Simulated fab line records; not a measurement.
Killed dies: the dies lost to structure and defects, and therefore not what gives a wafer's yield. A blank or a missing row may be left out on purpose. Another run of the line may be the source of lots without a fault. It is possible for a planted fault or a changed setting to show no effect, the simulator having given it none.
8D (eight disciplines) problem report, filled in by code | flow berkeley-cmos170 | the parts of the form that need people (team, actions taken, sign-off) are left out

== 1. THE PROBLEM ==
tilt-deg at UCB170_PFIELD_IMPLANT_07 reads a mean of 7.766 degrees on 6 wafers of 2 lots; wafers without a fault read 7.002 degrees with a standard deviation of 0.018. Relative to the usual mean, that is a shift of +42 standard deviations.
The first sign was on wafer L422.3 at day 9 20:56, on implanter-03. At this step, 42 wafers from 14 lots have a number in the record. The rule behind "out" and "out of limits": a value lying over 4 standard deviations away from the usual mean. The rest of the wafers with a number are treated as sound.

== 2. WHAT IT IS AND WHAT IT IS NOT ==
question                    | is                     | is not
which readings at this step | tilt-deg               | dose-ions-cm2, faraday-current-uA
which lots                  | L422, L424             | L404, L405, L407, L408, L409, L410, L411, L412, L413, L414, L416, L417
which wafers of those lots  | all that have a number | -
read on which tools         | implanter-03           | implanter-01, implanter-02
when                        | from day 9 20:56       | up to then (36 sound wafers)

== 3. THE SUSPECTS, EACH WITH WHAT RULES IT OUT ==
Counting: any tool at a process step up to the reading is kept as a suspect provided that every lot that is out went through it and no sound lot did after the first of them.
- implanter-03 at UCB170_PFIELD_IMPLANT_07: kept. It ran every lot that is out, first L422 (day 9 20:56), and no sound lot after that; its last sound lot up to then is L416 (day 8 04:55). Its own tilt-deg readings are out on those wafers.
The count leaves implanter-03 at UCB170_PFIELD_IMPLANT_07.

== 4. THE CAUSE (what the simulator had put in) ==
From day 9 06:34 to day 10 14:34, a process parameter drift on implanter-03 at UCB170_PFIELD_IMPLANT_07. A move of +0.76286 in setting tilt-deg, from 7. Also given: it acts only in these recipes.
After counting, this tool was the only one left.

== 5. THE EFFECT CHAIN, in route order ==
Each row: a reading whose mean over the struck wafers that have a number lies more than 3 standard deviations from the usual. Readings are gone through only where the record gives a usual standard deviation; hours: the median, over the lots, of the time from a lot's start at the first step in this table giving one to that lot's start at this step; sigmas: the change measured in usual standard deviations.
hours | step                     | reading  | usual         | on struck wafers | change | sigmas
0     | UCB170_PFIELD_IMPLANT_07 | tilt-deg | 7.002 degrees | 7.766            | +0.764 | +42
Process steps it contains:
- UCB170_PFIELD_IMPLANT_07
Later measuring or inspecting steps at which every struck wafer that the step has a row for has a number for every such reading, and none has moved that far: UCB170_PSD_CD_MEAS_06.

== 6. WHAT WOULD HAVE CAUGHT IT SOONER ==
In this record no reading fell out of limits until day 9 20:56, 14 hours after the fault had begun at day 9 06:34.
